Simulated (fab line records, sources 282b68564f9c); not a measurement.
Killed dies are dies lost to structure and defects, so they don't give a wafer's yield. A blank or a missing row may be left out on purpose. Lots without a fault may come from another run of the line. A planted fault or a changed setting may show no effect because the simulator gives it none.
A struck lot beside a sound one | flow rit_cmos | 15 steps out of a route of 202
Sound: wafers L195.3, L195.4, L195.5. Struck: wafer L206.5. (L206.1, L206.6 of the same lot were not struck and are left out.) The cause comes at the end.
At each step with rows: each side's tool, then ch and its chambers, then its first start. Under that, the readings that differ: sound wafers | struck wafers | difference of the means | sigmas: that difference in standard deviations of wafers without a fault.
alike: readings whose means differ by less than 2 such deviations, and words and numbers that are the same on both sides. not compared: withheld readings, readings that some wafer has no value for, bounds like >300 that may hide the same value, and numbers for which the record gives no deviation and whose values overlap.
The two part at a step that has a row with sigmas, a row that says differs or no value, or rows on one side only. Numbers that don't overlap but have no deviation are shown without sigmas and don't part them. A reading that every wafer of one side lacks parts them only if that side has two wafers or more.

RIT_M1_THK_MEAS_02: measures by xrf.
  sound on film_metro-02, day 4 16:52; struck on film_metro-01, day 7 00:25
  alike: M1_AL_THK
then, 6 steps without rows for these wafers: RIT_M1_HMDS_03 (prime time 60 s); RIT_M1_COAT_04 (resist thk 1300 nm); RIT_M1_SOFTBAKE_05 (time 60 s); RIT_M1_EXPOSE_06 (exposes mask M12, target cd 2600 nm); RIT_M1_PEB_07; RIT_M1_DEVELOP_08 (develop time 68 s).
RIT_M1_CD_MEAS_09: target cd 2600 nm.
  sound on cd_sem-01, day 4 17:50; struck on cd_sem-01, day 7 01:21
  alike: cd_nm
RIT_M1_OVL_MEAS_10:
  sound on overlay-02, day 4 17:55; struck on overlay-02, day 7 01:28
  alike: M1_OVL
then, 1 step without rows for these wafers: RIT_M1_HARDBAKE_11 (time 120 s).
RIT_M1_METAL_ETCH_12: etches Al in Cl2/BCl3, stops on SiO2, time 165 s, target depth 600 nm.
  sound on rie_metal-02 ch 0,1, day 4 18:15; struck on rie_metal-01 ch 1, day 7 01:46
  reading                     | sound       | struck | difference | sigmas
  drypump_motor_current_A (A) | 5.5 5.1 5.5 | 6.7    | +1.3       | +2
  alike: oes_product_au, throttle_valve_pct
  not compared: rf_hours_counter_h
then, 1 step without rows for these wafers: RIT_M1_STRIP_13 (strips in nmp, time 600 s).
RIT_M1_STRIP_14: strips in O2, time 180 s.
  sound on plasma_asher-03 ch 0,1, day 4 18:35; struck on plasma_asher-03 ch 0, day 7 02:07
  reading          | sound             | struck | difference | sigmas
  run_length_s (s) | 207.9 208.5 207.7 | 188.7  | -19.3      | -47
  alike: drypump_motor_current_A, o2_flow_sccm
  not compared: rf_hours_counter_h
RIT_M1_CD_MEAS_90: target cd 2600 nm.
  sound on cd_sem-01, day 4 18:45; struck on cd_sem-01, day 7 02:17
  alike: cd_nm
RIT_M1_PROBE_99:
  sound on prober-02, day 4 21:42; struck on prober-01, day 7 04:38
  reading                 | sound     | struck | difference | sigmas
  killed_open             | 3 1 0     | 7      | +6         | +2
  sort_bin_5_function (%) | 1.5 0 0.4 | 3.0    | +2.4       | +3
  alike: defect_limited_yield, killed_at_contacts, killed_at_front_end, killed_dies, killed_short, sort_bin_3_pad_short, sort_bin_6_memory, sort_n_pass, sort_yield_pct

WHERE THEY PART
First at RIT_M1_METAL_ETCH_12; last, within this record, at RIT_M1_PROBE_99.

WHY: what the simulator had put in
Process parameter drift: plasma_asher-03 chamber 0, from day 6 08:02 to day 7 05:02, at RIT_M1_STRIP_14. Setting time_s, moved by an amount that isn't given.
